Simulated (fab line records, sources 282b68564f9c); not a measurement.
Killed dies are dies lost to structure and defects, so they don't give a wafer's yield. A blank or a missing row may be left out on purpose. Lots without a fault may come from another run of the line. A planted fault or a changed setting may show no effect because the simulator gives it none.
Problem report in the 8D (eight disciplines) form, filled by code | flow rit_cmos | the parts of the form that need people (team, actions taken, sign-off) are left out

1. THE PROBLEM
developer_temp_C at RIT_PSD_DEVELOP_05 reads a mean of 22.06 C on 6 wafers of 2 lots; wafers without a fault read 22.98 C with a standard deviation of 0.11. That is -8.4 standard deviations from the usual mean.
The step: develop time 50 s.
First seen on wafer L399.2, day 6 09:00, on litho_track-04. The record holds 42 wafers of 14 lots with a number at this step. Rule for "out", or "out of limits": more than 4 standard deviations from the usual mean. The other wafers with a number count as sound.

2. WHAT IT IS AND WHAT IT IS NOT
question                    | is                     | is not
which readings at this step | developer_temp_C       | chill_plate_temp_C, resist_line_temp_C
which lots                  | L399, L400             | L383, L384, L385, L387, L389, L390, L393, L398, L403, L404, L405, L406
which wafers of those lots  | all that have a number | -
read on which tools         | litho_track-04         | litho_track-02, litho_track-03
when                        | from day 6 09:00       | up to then (24 sound wafers); but 12 sound wafers of L403, L404, L405, L406 came after

3. SUSPECTS, AND WHAT RULES EACH OUT
Counting: a tool at a process step up to the reading stays a suspect if it ran every lot that is out and no sound lot after the first of them.
- litho_track-04 at RIT_PSD_DEVELOP_05 (develop time 50 s): kept. It ran every lot that is out, first L399 (day 6 09:00), and no sound lot after that; its last sound lot up to then is L393 (day 5 07:00). Its own readings are out on those wafers: developer_temp_C.
Left after counting: litho_track-04 at RIT_PSD_DEVELOP_05.

4. THE CAUSE (what the simulator had put in)
Process parameter drift: litho_track-04, from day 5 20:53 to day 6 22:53, at RIT_PSD_DEVELOP_05. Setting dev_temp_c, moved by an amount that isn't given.
Counting left only this tool.

5. THE CHAIN OF EFFECTS, in route order
Each row: a reading whose mean over the struck wafers that have a number lies more than 3 standard deviations from the usual. Only readings for which the record gives a usual standard deviation are gone through. hours: the time from each lot's start at the first step in this table that gives one to its start at this step, as a median over the lots. sigmas: the change in usual standard deviations.
hours | step               | reading          | usual   | on struck wafers | change | sigmas
0     | RIT_PSD_DEVELOP_05 | developer_temp_C | 22.98 C | 22.06            | -0.92  | -8.4
The process steps in it:
- RIT_PSD_DEVELOP_05: develop time 50 s.

6. WHAT WOULD HAVE CAUGHT IT SOONER
In this record the first reading out of limits was taken at day 6 09:00, 12 hours after the fault began at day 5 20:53.
